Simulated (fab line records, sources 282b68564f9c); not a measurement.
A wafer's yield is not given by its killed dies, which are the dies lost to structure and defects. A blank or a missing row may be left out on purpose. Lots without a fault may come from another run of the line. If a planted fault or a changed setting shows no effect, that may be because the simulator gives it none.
Which tool is to blame?	flow rit cmos	7 lots with 21 wafers sampled at 2 steps, on a route of 202 steps

== WHAT THE GAUGES READ, wafer by wafer ==
RIT_PSD_OVL_MEAS_06.
lot	measured	on	PSD_OVL (nm)
L239	day 3 11:16	overlay-01	0.1 1.2 -1.0
L241	day 3 18:34	overlay-01	1.6 2.5 0.4
L244	day 4 06:22	overlay-02	-0.9 -1.6 -3.1
L247	day 5 00:02	overlay-01	0.5 -1.8 -1.7
L252	day 6 00:00	overlay-01	0.0 2.0 2.0
L256	day 6 18:49	overlay-01	0.2 0.7 -0.9
L259	day 7 21:16	overlay-01	1.5 -0.9 -1.0

== WHAT TOOL EACH LOT RAN ON (gives the tool, then ch and the chambers of the sampled wafers, and finally the start) ==
lot	RIT_NLDD_DEVELOP_05
L239	litho track-01 ch 0, day 3 03:00
L241	litho track-01 ch 0, day 3 10:00
L244	litho track-03 ch 0, day 3 23:00
L247	litho track-04, day 4 16:00
L252	litho track-01 ch 0, day 5 15:00
L256	litho track-04 ch 0, day 6 11:00
L259	litho track-04 ch 0, day 7 02:00
- RIT_NLDD_DEVELOP_05: develop time 50 s.

== THE ANSWER, worked out from the rows above alone ==
Rule: usual is defined by the lots themselves. Put in order of their means at a reading, lots are off if they are a third of the lots or fewer, leave a main group of 4 or more, and stand apart from it by a gap of 3 or more times the standard deviation of the main group's means; of several such gaps the widest counts. A main group is skipped when, at the precision printed for the reading in the tables above, its means are all equal. Also off: a lot with no number at a reading for which 4 or more lots have one. All remaining lots with rows at the step are treated as sound.
None of the lots is off at any reading shown; this tells nothing.

== WHAT THE SIMULATOR HAD INSERTED ==
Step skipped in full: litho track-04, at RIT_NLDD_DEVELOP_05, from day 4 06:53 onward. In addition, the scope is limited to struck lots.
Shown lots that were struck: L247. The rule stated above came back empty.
